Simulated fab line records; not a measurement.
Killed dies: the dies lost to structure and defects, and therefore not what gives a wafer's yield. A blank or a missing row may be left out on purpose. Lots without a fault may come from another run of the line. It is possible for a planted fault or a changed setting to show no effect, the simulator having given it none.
Problem report, 8D (eight disciplines) form, completed by code	flow rit_cmos	the parts of the form that need people (team, actions taken, sign-off) are left out

== 1. PROBLEM STATEMENT ==
Wafers without a fault read 3250.0 rpm, standard deviation 2.2; spin_speed_rpm at RIT_NLDD_COAT_01 reads a mean of 2281.1 rpm on 6 wafers belonging to 2 lots. That is -99 or more standard deviations from the usual mean.
The step: resist thk 1000 nm.
First seen on wafer L855.2, day 5 07:23, on litho_track-04. Wafers with a number at this step in the record: 42, from 14 lots. By rule, "out" or "out of limits" means more than 4 standard deviations away from the usual mean. All remaining wafers that have a number are taken as sound.

== 2. WHAT IT IS, WHAT IT ISN'T ==
question	is	is not
which readings at this step	spin_speed_rpm	resist_line_temp_C
which lots	L855, L857	L843, L845, L846, L847, L848, L849, L852, L858, L859, L860, L862, L865
which wafers of those lots	all that have a number	-
read on which tools	litho_track-04	litho_track-01, litho_track-03
when	from day 5 07:23	up to then (21 sound wafers); but 15 sound wafers of L858, L859, L860, L862, L865 came after

== 3. THE SUSPECTS, EACH WITH WHAT RULES IT OUT ==
Counting: a tool stays on the suspect list if, at a process step up to the reading, it processed all lots that are out and no sound lot following the first of them.
- litho_track-04 at RIT_NLDD_COAT_01 (resist thk 1000 nm): kept. It ran every lot that is out, first L855 (day 5 07:23), and no sound lot after that; its last sound lot up to then is L847 (day 3 15:33). On those wafers its own readings are out: spin_speed_rpm.
Left after counting: litho_track-04 at RIT_NLDD_COAT_01.

== 4. THE CAUSE (what the simulator had put in) ==
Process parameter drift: litho_track-04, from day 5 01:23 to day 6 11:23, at RIT_NLDD_COAT_01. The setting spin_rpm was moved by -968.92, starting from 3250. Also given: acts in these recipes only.
This tool alone remained once counting was done.

== 5. SEQUENCE OF EFFECTS, ordered by route ==
Each row: a reading whose mean over the struck wafers that have a number lies more than 3 standard deviations from the usual. Only readings for which the record gives a usual standard deviation are gone through. hours: the time from each lot's start at the first step in this table that gives one to its start at this step, as a median over the lots. sigmas: the change in usual standard deviations.
hours	step	reading	usual	on struck wafers	change	sigmas
0	RIT_NLDD_COAT_01	spin_speed_rpm	3250.0 rpm	2281.1	-968.9	-99 or more
Here are the process steps it includes:
- RIT_NLDD_COAT_01: resist thk 1000 nm.

== 6. HOW IT WOULD HAVE BEEN CAUGHT EARLIER ==
First out-of-limits reading in this record: day 5 07:23, which is 6 hours after fault onset at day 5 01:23.
